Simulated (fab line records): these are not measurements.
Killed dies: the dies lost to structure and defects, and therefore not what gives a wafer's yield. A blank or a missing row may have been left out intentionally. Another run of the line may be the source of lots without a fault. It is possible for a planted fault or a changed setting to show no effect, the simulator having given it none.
The tool behind it: which one? ; flow berkeley_cmos170 ; 39 wafers from 13 lots sampled at 7 of the route's 331 steps

WHAT EACH GAUGE READ, for each wafer
UCB170_FIELD_THK_MEAS_91.
lot;measured;on;FIELD_OXIDE_LEFT_2_THK (nm)
L859;day 7 14:10;film_metro-01;345 348 348
L860;day 7 21:06;film_metro-02;352 353 338
L862;day 8 06:44;film_metro-04;363 372 348
L864;day 8 23:48;film_metro-01;340 355 347
L865;day 9 00:03;film_metro-01;349 355 360
L866;day 9 01:32;film_metro-02;343 345 345
L868;day 9 19:24;film_metro-02;335 348 339
L870;day 9 19:35;film_metro-01;354 353 358
L867;day 9 19:28;film_metro-04;338 335 334
L877;day 10 16:48;film_metro-01;364 366 365
L876;day 10 17:02;film_metro-02;343 346 336
L880;day 11 09:31;film_metro-04;344 346 342
L881;day 12 01:12;film_metro-02;345 347 352

UCB170_M2_RS_MEAS_02: measurement is done with a four-point probe.
lot;measured;on;M2_AL_RS (ohm/sq)
L859;day 9 08:45;film_metro-01;0.0326 0.0324 0.0324
L860;day 9 15:17;film_metro-04;0.0325 0.0322 0.0323
L862;day 10 11:23;film_metro-02;0.0327 0.0323 0.0323
L864;day 11 05:41;film_metro-02;0.0334 0.0332 0.0332
L865;day 11 04:25;film_metro-02;0.0323 0.0318 0.0319
L866;day 11 10:00;film_metro-04;0.0335 0.0325 0.0335
L868;day 11 22:16;film_metro-04;0.0329 0.0321 0.0330
L870;day 12 01:21;film_metro-01;0.0325 0.0317 0.0319
L867;day 11 23:10;film_metro-04;0.0327 0.0322 0.0320
L877;day 12 19:35;film_metro-04;0.0323 0.0311 0.0331
L876;day 12 18:20;film_metro-02;0.0324 0.0187 0.0326
L880;day 13 17:32;film_metro-01;0.0317 0.0312 0.0316
L881;day 13 22:14;film_metro-04;0.0326 0.0331 0.0325

UCB170_M2_THK_MEAS_03: measures by xrf.
lot;measured;on;M2_AL_THK (nm)
L859;day 9 08:52;film_metro-01;894 903 894
L860;day 9 15:24;film_metro-04;910 914 906
L862;day 10 11:29;film_metro-02;895 908 911
L864;day 11 05:47;film_metro-02;885 894 883
L865;day 11 04:32;film_metro-02;912 921 923
L866;day 11 10:06;film_metro-04;869 899 870
L868;day 11 22:23;film_metro-04;884 908 888
L870;day 12 01:28;film_metro-01;892 914 909
L867;day 11 23:16;film_metro-04;893 907 910
L877;day 12 19:42;film_metro-04;910 943 889
L876;day 12 18:26;film_metro-02;910 1582 899
L880;day 13 17:40;film_metro-01;920 937 924
L881;day 13 22:22;film_metro-04;905 888 902

UCB170_M2_CD_MEAS_90: the cd target is 700 nm.
lot;measured;on;cd_nm (nm)
L859;day 9 11:16;cd_sem-01;701 699 701
L860;day 9 17:59;cd_sem-02;702 705 702
L862;day 10 14:42;cd_sem-02;699 701 696
L864;day 11 08:29;cd_sem-02;699 699 697
L865;day 11 07:14;cd_sem-02;701 704 697
L866;day 11 14:59;cd_sem-01;696 697 699
L868;day 12 02:35;cd_sem-02;701 700 695
L870;day 12 04:37;cd_sem-01;700 704 701
L867;day 12 03:13;cd_sem-01;694 698 696
L877;day 12 23:44;cd_sem-01;691 695 696
L876;day 12 22:18;cd_sem-02;701 701 701
L880;day 13 20:13;cd_sem-01;701 704 707
L881;day 14 00:36;cd_sem-01;702 706 707

TOOL THAT RAN EACH LOT (tool first, then ch and the chambers of the sampled wafers, then the start)
lot;UCB170_ZERO_ETCH_06;UCB170_M2_SPUTTER_01;UCB170_M2_METAL_ETCH_18
L859;rie_diel-03 ch 1,2,3, day 1 20:45;pvd_sputter-02, day 9 08:40;rie_metal-04 ch 0,1, day 9 10:59
L860;rie_diel-03 ch 1,2, day 2 03:50;pvd_sputter-02, day 9 15:12;rie_metal-02 ch 0,1, day 9 17:43
L862;rie_diel-02 ch 1,2, day 2 11:26;pvd_sputter-01, day 10 11:17;rie_metal-04 ch 0,1, day 10 14:23
L864;rie_diel-03 ch 0,1,2, day 3 03:53;pvd_sputter-04, day 11 05:34;rie_metal-04 ch 0,1, day 11 08:13
L865;rie_diel-04 ch 0,1,3, day 3 04:04;pvd_sputter-01, day 11 04:19;rie_metal-02 ch 0,1, day 11 06:56
L866;rie_diel-02 ch 0,1,3, day 3 04:15;pvd_sputter-04, day 11 09:52;rie_metal-03 ch 0,1, day 11 14:43
L868;rie_diel-03 ch 1,2,3, day 4 04:10;pvd_sputter-04, day 11 22:11;rie_metal-04 ch 1, day 12 02:07
L870;rie_diel-03 ch 0,2,3, day 4 04:26;pvd_sputter-02, day 12 01:16;rie_metal-02 ch 0,1, day 12 04:20
L867;rie_diel-02 ch 0,3, day 4 04:32;pvd_sputter-01, day 11 23:04;rie_metal-03 ch 0,1, day 12 02:55
L877;rie_diel-03 ch 0,2, day 5 16:51;pvd_sputter-02, day 12 19:29;rie_metal-04 ch 0,1, day 12 23:25
L876;rie_diel-04 ch 1,2,3, day 5 17:08;pvd_sputter-04, day 12 18:13;rie_metal-03 ch 0,1, day 12 22:02
L880;rie_diel-04 ch 1,2, day 6 09:08;pvd_sputter-01, day 13 17:27;rie_metal-02 ch 0,1, day 13 19:53
L881;rie_diel-02 ch 0,2,3, day 6 09:25;pvd_sputter-01, day 13 22:10;rie_metal-02 ch 0,1, day 14 00:19
- UCB170_ZERO_ETCH_06: etches SiO2 in CHF3/CF4/Ar, time 12 s.
- UCB170_M2_SPUTTER_01: material Al, target thk 900 nm, time 120 s.
- UCB170_M2_METAL_ETCH_18: etches Al in Cl2/BCl3, stops on SiO2, target depth 1170 nm, time 195 s.

AS READ BY THE TOOLS THEMSELVES (means over the sampled wafers that have a number; for cases with no such wafer, the mark the record gives instead)
UCB170_ZERO_ETCH_06.
lot;tool;chamber_pressure_mTorr (mTorr);drypump_motor_current_A (A);oes_product_au (a.u.);throttle_valve_pct (%)
L859;rie_diel-03;100.01;5.7;0.619;9.23
L860;rie_diel-03;99.99;5.7;0.619;9.29
L862;rie_diel-02;100.00;5.7;0.612;9.26
L864;rie_diel-03;99.93;5.9;0.616;9.21
L865;rie_diel-04;99.92;5.6;0.622;9.24
L866;rie_diel-02;100.04;5.6;0.620;9.31
L868;rie_diel-03;99.94;5.7;0.618;9.23
L870;rie_diel-03;100.05;5.6;0.613;9.29
L867;rie_diel-02;99.99;5.6;0.620;9.25
L877;rie_diel-03;100.05;5.7;0.608;9.34
L876;rie_diel-04;100.07;5.5;0.623;9.29
L880;rie_diel-04;100.04;5.1;0.619;9.33
L881;rie_diel-02;99.90;5.7;0.622;9.22

UCB170_M2_SPUTTER_01.
lot;tool;throttle_valve_pct (%)
L859;pvd_sputter-02;30.8
L860;pvd_sputter-02;31.1
L862;pvd_sputter-01;29.5
L864;pvd_sputter-04;30.1
L865;pvd_sputter-01;29.7
L866;pvd_sputter-04;30.2
L868;pvd_sputter-04;29.8
L870;pvd_sputter-02;31.0
L867;pvd_sputter-01;28.8
L877;pvd_sputter-02;31.2
L876;pvd_sputter-04;30.1
L880;pvd_sputter-01;30.1
L881;pvd_sputter-01;30.6

UCB170_M2_METAL_ETCH_18.
lot;tool;chamber_pressure_mTorr (mTorr);drypump_motor_current_A (A);oes_product_au (a.u.);throttle_valve_pct (%)
L859;rie_metal-04;12.014;5.5;0.854;24.3
L860;rie_metal-02;11.998;5.4;0.863;24.3
L862;rie_metal-04;11.993;5.5;0.858;24.3
L864;rie_metal-04;12.000;5.6;0.841;24.3
L865;rie_metal-02;11.997;5.4;0.868;24.3
L866;rie_metal-03;12.000;5.5;0.835;24.2
L868;rie_metal-04;12.007;5.2;0.868;25.0
L870;rie_metal-02;12.004;5.4;0.869;24.3
L867;rie_metal-03;12.002;5.5;0.844;24.1
L877;rie_metal-04;11.999;5.5;0.870;24.3
L876;rie_metal-03;12.002;5.5;0.883;24.1
L880;rie_metal-02;11.995;5.7;0.870;24.4
L881;rie_metal-02;11.996;5.8;0.855;24.3

THE ANSWER, worked out from the rows above alone
Rule: usual is defined by the lots themselves. The widest of any qualifying gaps counts: lots, ordered by their means at a reading, are off when they make up no more than a third of the lots, leave a main group of 4 or more, and stand apart from it by 3 or more times the standard deviation of that group's means. A main group is skipped when, at the precision printed for the reading in the tables above, its means are all equal. Also off: a lot with no number at a reading for which 4 or more lots have one. The other lots that the step has rows for count as sound. Order of review: gauges by route order, followed by the tools' own readings, for which a lot's mean as printed above is used. At the first step where some lot is off, the reading lying furthest off is the one used; lots without a number count as furthest.
Off: L876, at UCB170_M2_RS_MEAS_02 (M2_AL_RS). For the main group the mean is 0.0324 ohm/sq and the standard deviation 0.00047.
A tool fits if, at a process step before that reading, it ran every lot that is off, and no sound lot after the first of them. The gauges at UCB170_M2_RS_MEAS_02 are tried like those tools. 2 tools fit, pvd_sputter-04 at UCB170_M2_SPUTTER_01 and film_metro-02 at UCB170_M2_RS_MEAS_02, so this cannot tell which one it is.

WHAT THE SIMULATOR PUT IN
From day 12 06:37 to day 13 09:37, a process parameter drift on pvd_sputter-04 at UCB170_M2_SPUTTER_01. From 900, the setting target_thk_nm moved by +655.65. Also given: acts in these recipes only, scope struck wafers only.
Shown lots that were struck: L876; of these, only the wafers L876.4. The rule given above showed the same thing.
